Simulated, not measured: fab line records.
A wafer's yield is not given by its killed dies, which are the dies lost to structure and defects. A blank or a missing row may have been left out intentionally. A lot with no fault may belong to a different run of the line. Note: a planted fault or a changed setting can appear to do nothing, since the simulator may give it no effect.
Lot-split experiment :: flow berkeley_cmos170 :: 23 wafers read across 5 lots, on a route 331 steps long

## THE SPLIT
At UCB170_PLDD_PEB_04, the setting peb_temp_c was moved away from the recipe's 130 C on 7 of the 23 wafers read, by -2.4% to +2.2%. All remaining wafers had this setting at the recipe value.

## THE PATH FROM SPLIT TO READING: the file shows 1 step between them
- UCB170_PLDD_DEVELOP_05: develop time 45 s

## THE READING
Shown in nm: cd_nm at UCB170_PLDD_CD_MEAS_06, with target cd 1200 nm. On this fab line, fault-free wafers typically give 1200.7 nm with a standard deviation of 1.5 nm.

wafer: L075.1
tool, chamber at the split: litho_track-04, 0
peb_temp_c as run, C: 132.4
against the recipe: +1.8%
cd_nm, nm: 1217.1
against lot-mates on the recipe: +16.1

wafer: L075.2
tool, chamber at the split: litho_track-04, 0
peb_temp_c as run, C: 132.4
against the recipe: +1.8%
cd_nm, nm: 1215.9
against lot-mates on the recipe: +14.9

wafer: L075.3
tool, chamber at the split: litho_track-04, 0
peb_temp_c as run, C: 130
against the recipe: recipe
cd_nm, nm: 1201.4
against lot-mates on the recipe: -

wafer: L075.4
tool, chamber at the split: litho_track-04, 0
peb_temp_c as run, C: 130
against the recipe: recipe
cd_nm, nm: 1200.6
against lot-mates on the recipe: -

wafer: L075.6
tool, chamber at the split: litho_track-04, 0
peb_temp_c as run, C: 132.4
against the recipe: +1.8%
cd_nm, nm: 1216.4
against lot-mates on the recipe: +15.4

wafer: L074.1
tool, chamber at the split: litho_track-03, 0
peb_temp_c as run, C: 130
against the recipe: recipe
cd_nm, nm: 1201.4
against lot-mates on the recipe: -

wafer: L074.2
tool, chamber at the split: litho_track-03, 0
peb_temp_c as run, C: 130
against the recipe: recipe
cd_nm, nm: 1201.7
against lot-mates on the recipe: -

wafer: L074.3
tool, chamber at the split: litho_track-03, 0
peb_temp_c as run, C: 130
against the recipe: recipe
cd_nm, nm: 1200.8
against lot-mates on the recipe: -

wafer: L074.4
tool, chamber at the split: litho_track-03, 0
peb_temp_c as run, C: 130
against the recipe: recipe
cd_nm, nm: 1202.7
against lot-mates on the recipe: -

wafer: L074.6
tool, chamber at the split: litho_track-03, 0
peb_temp_c as run, C: 130
against the recipe: recipe
cd_nm, nm: 1202.7
against lot-mates on the recipe: -

wafer: L077.1
tool, chamber at the split: litho_track-03, 0
peb_temp_c as run, C: 130
against the recipe: recipe
cd_nm, nm: 1200.2
against lot-mates on the recipe: -

wafer: L077.2
tool, chamber at the split: litho_track-03, 0
peb_temp_c as run, C: 126.9
against the recipe: -2.4%
cd_nm, nm: 1177.9
against lot-mates on the recipe: -23.6

wafer: L077.3
tool, chamber at the split: litho_track-03, 0
peb_temp_c as run, C: 126.9
against the recipe: -2.4%
cd_nm, nm: 1177.1
against lot-mates on the recipe: -24.4

wafer: L077.5
tool, chamber at the split: litho_track-03, 0
peb_temp_c as run, C: 130
against the recipe: recipe
cd_nm, nm: 1202.0
against lot-mates on the recipe: -

wafer: L077.6
tool, chamber at the split: litho_track-03, 0
peb_temp_c as run, C: 130
against the recipe: recipe
cd_nm, nm: 1202.2
against lot-mates on the recipe: -

wafer: L083.2
tool, chamber at the split: litho_track-01, 0
peb_temp_c as run, C: 130
against the recipe: recipe
cd_nm, nm: 1201.6
against lot-mates on the recipe: -

wafer: L083.4
tool, chamber at the split: litho_track-01, 0
peb_temp_c as run, C: 130
against the recipe: recipe
cd_nm, nm: 1201.0
against lot-mates on the recipe: -

wafer: L083.6
tool, chamber at the split: litho_track-01, 0
peb_temp_c as run, C: 130
against the recipe: recipe
cd_nm, nm: 1202.2
against lot-mates on the recipe: -

wafer: L082.1
tool, chamber at the split: litho_track-04, 0
peb_temp_c as run, C: 130
against the recipe: recipe
cd_nm, nm: 1203.2
against lot-mates on the recipe: -

wafer: L082.2
tool, chamber at the split: litho_track-04, 0
peb_temp_c as run, C: 130
against the recipe: recipe
cd_nm, nm: 1202.8
against lot-mates on the recipe: -

wafer: L082.3
tool, chamber at the split: litho_track-04, 0
peb_temp_c as run, C: 132.8
against the recipe: +2.2%
cd_nm, nm: 1218.6
against lot-mates on the recipe: +16.4

wafer: L082.4
tool, chamber at the split: litho_track-04, 0
peb_temp_c as run, C: 132.8
against the recipe: +2.2%
cd_nm, nm: 1218.1
against lot-mates on the recipe: +15.9

wafer: L082.6
tool, chamber at the split: litho_track-04, 0
peb_temp_c as run, C: 130
against the recipe: recipe
cd_nm, nm: 1200.7
against lot-mates on the recipe: -

FIT RESULTS
A straight line over all 23 wafers: cd_nm changes by +8.82 nm for each +1% of peb_temp_c; r = +0.99; the points scatter about the line by 1.4 nm.
The same after taking each lot's own level away (the mean of its wafers on the recipe; 23 wafers): +8.83 nm for each +1%; r = +0.99; scatter 1.3 nm.
According to that fit, moving peb_temp_c by its largest amount changes the reading by 21 nm.
The span of the lots' own levels, 1201.00 to 1202.23 nm, comes to 0.8 times the standard deviation stated above.
The two slopes agree, so the slope changes little with the lot-to-lot level.
Check: -20.9 nm against its lot-mates is what the line predicts for one of the wafers moved furthest among these (-2.4%) when that wafer is left out of the fit. Against them it came out at -23.6 nm.

## THESE WAFERS: OTHER SPLITS
Other splits were also applied to these wafers ahead of the reading. Each is held against what the fit with the lots' levels taken away leaves over:
other split on the same wafers: UCB170_START_OXIDATION_02 temp_c
wafers away from the commonest value: 10
r with cd_nm (lot level and that fit taken away): -0.03

other split on the same wafers: UCB170_GATE_PEB_10 peb_temp_c
wafers away from the commonest value: 9
r with cd_nm (lot level and that fit taken away): -0.09

## FILE'S OWN FIT
cd_nm changes by +8.76 nm for each +1% of peb_temp_c, r = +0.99.
